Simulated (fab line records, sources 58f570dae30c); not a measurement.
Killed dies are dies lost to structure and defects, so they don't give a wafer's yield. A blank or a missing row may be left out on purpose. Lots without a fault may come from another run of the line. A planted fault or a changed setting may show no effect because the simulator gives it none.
Which tool did it? | flow berkeley_cmos170 | 14 lots, 42 wafers sampled, at 6 steps of a route of 331

WHAT THE GAUGES READ, wafer by wafer
UCB170_NWELL_THK_MEAS_05. Usual: NWELL_NITRIDE_THK 224.6 nm, standard deviation 2.3.
lot  | measured    | on            | NWELL_NITRIDE_THK (nm)              | flag
L826 | day 2 08:35 | film_metro-01 | 226.9 226.6 224.8                   |
L827 | day 2 17:08 | film_metro-02 | 225.9 224.8 226.3                   |
L828 | day 2 21:58 | film_metro-02 | 222.5 223.0 222.6                   |
L829 | day 3 03:08 | film_metro-04 | 226.4 226.3 225.9                   |
L830 | day 3 03:09 | film_metro-01 | 222.0 223.2 220.3                   |
L833 | day 3 19:03 | film_metro-01 | 223.8 221.6 222.8                   |
L835 | day 4 00:27 | film_metro-02 | 310.4 308.9 308.4 309.9 309.1 308.4 | OFF
L836 | day 4 03:17 | film_metro-02 | 224.1 223.4 224.6                   |
L839 | day 4 23:48 | film_metro-01 | 306.9 308.5 307.7 306.8 308.1 307.8 | OFF
L841 | day 5 06:35 | film_metro-01 | 227.9 227.1 228.3                   |
L843 | day 5 20:07 | film_metro-04 | 228.6 229.4 228.6                   |
L846 | day 6 16:49 | film_metro-04 | 227.7 226.2 227.7                   |
L847 | day 6 19:41 | film_metro-02 | 226.8 227.8 227.2                   |
L849 | day 7 04:56 | film_metro-01 | 222.0 222.3 221.3                   |

UCB170_PWELL_THK_MEAS_03. Usual: PWELL_OXIDE_THK 26.4 nm, standard deviation 0.53.
lot  | measured    | on            | PWELL_OXIDE_THK (nm) | flag
L826 | day 2 18:26 | film_metro-04 | 27.3 26.5 27.2       |
L827 | day 3 02:26 | film_metro-02 | 26.0 25.8 26.1       |
L828 | day 3 10:13 | film_metro-03 | 26.3 27.1 26.7       |
L829 | day 3 14:52 | film_metro-02 | 27.1 27.0 26.8       |
L830 | day 3 14:55 | film_metro-03 | 26.5 26.3 26.7       |
L833 | day 4 04:28 | film_metro-03 | 26.7 26.7 27.1       |
L836 | day 4 13:17 | film_metro-04 | 25.9 25.5 25.4       |
L841 | day 5 16:56 | film_metro-02 | 26.5 26.0 25.9       |
L843 | day 6 05:01 | film_metro-04 | 25.4 25.0 25.5       |
L846 | day 7 04:54 | film_metro-02 | 26.2 25.5 25.7       |
L847 | day 7 04:56 | film_metro-03 | 26.5 26.2 26.8       |
L849 | day 7 19:00 | film_metro-03 | 26.9 26.8 26.7       |

UCB170_ACTIVE_OVL_MEAS_14. Usual: ACTIVE_OVL 0 nm, standard deviation 4.5.
lot  | measured    | on         | ACTIVE_OVL (nm) | flag
L826 | day 3 23:34 | overlay-01 | -3 -7 1         |
L827 | day 4 13:07 | overlay-01 | 6 4 5           |
L828 | day 4 21:16 | overlay-01 | -1 -2 -2        |
L829 | day 5 03:33 | overlay-02 | -5 -3 -3        |
L830 | day 5 03:19 | overlay-01 | -9 -2 3         |
L833 | day 5 12:11 | overlay-02 | 1 -6 7          |
L836 | day 6 00:02 | overlay-01 | -2 -1 5         |
L841 | day 7 03:31 | overlay-01 | -8 -6 -9        |
L843 | day 7 15:21 | overlay-01 | -3 3 5          |
L846 | day 8 18:14 | overlay-01 | 6 8 1           |
L847 | day 8 17:31 | overlay-02 | -2 -2 -2        |
L849 | day 9 02:14 | overlay-01 | -7 -7 3         |

WHICH TOOL RAN EACH LOT (tool, then ch and the chambers of the sampled wafers, then the start)
lot  | UCB170_NWELL_CVD_04        | UCB170_NWELL_ETCH_13              | UCB170_PWELL_ETCH_14
L826 | lpcvd-02 ch 0, day 2 06:38 | rie_diel-02 ch 0,1,3, day 2 09:50 | rie_diel-02 ch 1,3, day 3 01:14
L827 | lpcvd-01 ch 1, day 2 15:11 | rie_diel-01 ch 1,2,3, day 2 18:05 | rie_diel-03 ch 1,2,3, day 3 11:57
L828 | lpcvd-02 ch 0, day 2 20:02 | rie_diel-04 ch 0,1,2, day 2 22:54 | rie_diel-04 ch 0,1,3, day 3 17:32
L829 | lpcvd-01 ch 0, day 3 01:12 | rie_diel-04 ch 0,1,3, day 3 04:21 | rie_diel-03 ch 0,1,3, day 3 21:13
L830 | lpcvd-01 ch 0, day 3 01:12 | rie_diel-01 ch 1,2,3, day 3 04:04 | rie_diel-02 ch 2,3, day 3 21:28
L833 | lpcvd-02 ch 1, day 3 17:07 | rie_diel-01 ch 0,2, day 3 20:07   | rie_diel-02 ch 0,1,3, day 4 12:00
L835 | lpcvd-02 ch 0, day 3 22:28 | rie_diel-02 ch 0,2,3, day 4 07:01 | -
L836 | lpcvd-01 ch 1, day 4 01:22 | rie_diel-02 ch 0,1,2, day 4 04:29 | rie_diel-03 ch 0,1,2, day 4 20:33
L839 | lpcvd-02 ch 1, day 4 21:52 | rie_diel-02 ch 0,2,3, day 5 01:47 | -
L841 | lpcvd-01 ch 1, day 5 04:38 | rie_diel-02 ch 0,1,3, day 5 07:49 | rie_diel-02 ch 0,2,3, day 5 23:53
L843 | lpcvd-01 ch 1, day 5 18:10 | rie_diel-04 ch 1,2, day 5 21:38   | rie_diel-03 ch 0,1, day 6 12:33
L846 | lpcvd-01 ch 1, day 6 14:52 | rie_diel-01 ch 0,1,2, day 6 18:40 | rie_diel-02 ch 1,3, day 7 11:19
L847 | lpcvd-01 ch 1, day 6 17:44 | rie_diel-04 ch 1,2,3, day 6 20:53 | rie_diel-04 ch 0,2,3, day 7 11:10
L849 | lpcvd-02 ch 1, day 7 02:01 | rie_diel-02 ch 0,2, day 7 07:05   | rie_diel-02 ch 0,3, day 8 00:58
- UCB170_NWELL_CVD_04: deposits Si3N4 from SiH2Cl2/NH3, target thk 224 nm, time 3360 s.
- UCB170_NWELL_ETCH_13: etches Si3N4 in CH3F/Ar/O2, stops on SiO2, target depth 246.4 nm, time 154 s.
- UCB170_PWELL_ETCH_14: etches Si3N4 in CH3F/Ar/O2, stops on SiO2, target depth 242 nm, time 151 s.

WHAT THE TOOLS THEMSELVES READ (means of the sampled wafers that have a number; where no wafer has one, the mark that the record gives instead)
UCB170_NWELL_CVD_04. Usual: nh3_flow_sccm 75.05 sccm, standard deviation 0.21.
lot  | tool     | nh3_flow_sccm (sccm) | flag
L826 | lpcvd-02 | 75.05                |
L827 | lpcvd-01 | 75.01                |
L828 | lpcvd-02 | 74.97                |
L829 | lpcvd-01 | 75.11                |
L830 | lpcvd-01 | 75.08                |
L833 | lpcvd-02 | 74.96                |
L835 | lpcvd-02 | 112.58               | OFF
L836 | lpcvd-01 | 74.78                |
L839 | lpcvd-02 | 112.63               | OFF
L841 | lpcvd-01 | 75.07                |
L843 | lpcvd-01 | 74.94                |
L846 | lpcvd-01 | 75.31                |
L847 | lpcvd-01 | 75.03                |
L849 | lpcvd-02 | 75.00                |

UCB170_NWELL_ETCH_13. Usual: drypump_motor_current_A 5.62 A, standard deviation 0.28; oes_product_au 0.947 a.u., standard deviation 0.013; throttle_valve_pct 8.09 %, standard deviation 0.13.
lot  | tool        | drypump_motor_current_A (A) | oes_product_au (a.u.) | throttle_valve_pct (%) | flag
L826 | rie_diel-02 | 5.40                        | 0.948                 | 7.99                   |
L827 | rie_diel-01 | 5.69                        | 0.935                 | 8.13                   |
L828 | rie_diel-04 | 5.70                        | 0.955                 | 8.06                   |
L829 | rie_diel-04 | 5.53                        | 0.958                 | 8.11                   |
L830 | rie_diel-01 | 5.68                        | 0.931                 | 8.13                   |
L833 | rie_diel-01 | 5.64                        | 0.952                 | 8.24                   |
L835 | rie_diel-02 | 5.52                        | 0.997                 | 8.06                   | OFF
L836 | rie_diel-02 | 5.41                        | 0.949                 | 8.05                   |
L839 | rie_diel-02 | 5.50                        | 1.001                 | 8.06                   | OFF
L841 | rie_diel-02 | 5.41                        | 0.952                 | 7.99                   |
L843 | rie_diel-04 | 5.96                        | 0.966                 | 7.93                   |
L846 | rie_diel-01 | 5.61                        | 0.957                 | 8.16                   |
L847 | rie_diel-04 | 5.80                        | 0.957                 | 7.97                   |
L849 | rie_diel-02 | 5.37                        | 0.946                 | 8.12                   |

UCB170_PWELL_ETCH_14. Usual: drypump_motor_current_A 5.6 A, standard deviation 0.37; oes_product_au 0.946 a.u., standard deviation 0.014; throttle_valve_pct 8.00 %, standard deviation 0.12.
lot  | tool        | drypump_motor_current_A (A) | oes_product_au (a.u.) | throttle_valve_pct (%) | flag
L826 | rie_diel-02 | 5.5                         | 0.941                 | 7.95                   |
L827 | rie_diel-03 | 5.5                         | 0.933                 | 7.96                   |
L828 | rie_diel-04 | 5.5                         | 0.946                 | 8.12                   |
L829 | rie_diel-03 | 5.6                         | 0.944                 | 7.99                   |
L830 | rie_diel-02 | 5.7                         | 0.940                 | 8.01                   |
L833 | rie_diel-02 | 5.4                         | 0.937                 | 7.99                   |
L836 | rie_diel-03 | 5.3                         | 0.946                 | 7.89                   |
L841 | rie_diel-02 | 5.5                         | 0.944                 | 8.05                   |
L843 | rie_diel-03 | 5.5                         | 0.952                 | 7.92                   |
L846 | rie_diel-02 | 5.6                         | 0.931                 | 7.94                   |
L847 | rie_diel-04 | 5.9                         | 0.950                 | 8.05                   |
L849 | rie_diel-02 | 5.5                         | 0.946                 | 8.00                   |

THE ANSWER, worked out from the rows above alone
Rule: a lot is off if the mean of its wafers that have a number lies more than 3 standard deviations from the usual mean. A lot without any number at a reading at which 4 lots or more have one is off too. The other lots that the step has rows for count as sound. The gauges are gone through in route order, then the tools' own readings, and for those a lot's mean is taken as printed above. The first step at which some lot is off is used, and at that step the reading that is off furthest; a lot without a number counts as furthest.
Off: L835, L839, at UCB170_NWELL_THK_MEAS_05 (NWELL_NITRIDE_THK).
A tool fits if, at a process step before that reading, it ran every lot that is off, and no sound lot after the first of them. The gauges at UCB170_NWELL_THK_MEAS_05 aren't tried: what is off there is off at UCB170_NWELL_CVD_04 too, on other tools, and a gauge's error can't cause that. None of those tried fits.

WHAT THE SIMULATOR HAD PUT IN
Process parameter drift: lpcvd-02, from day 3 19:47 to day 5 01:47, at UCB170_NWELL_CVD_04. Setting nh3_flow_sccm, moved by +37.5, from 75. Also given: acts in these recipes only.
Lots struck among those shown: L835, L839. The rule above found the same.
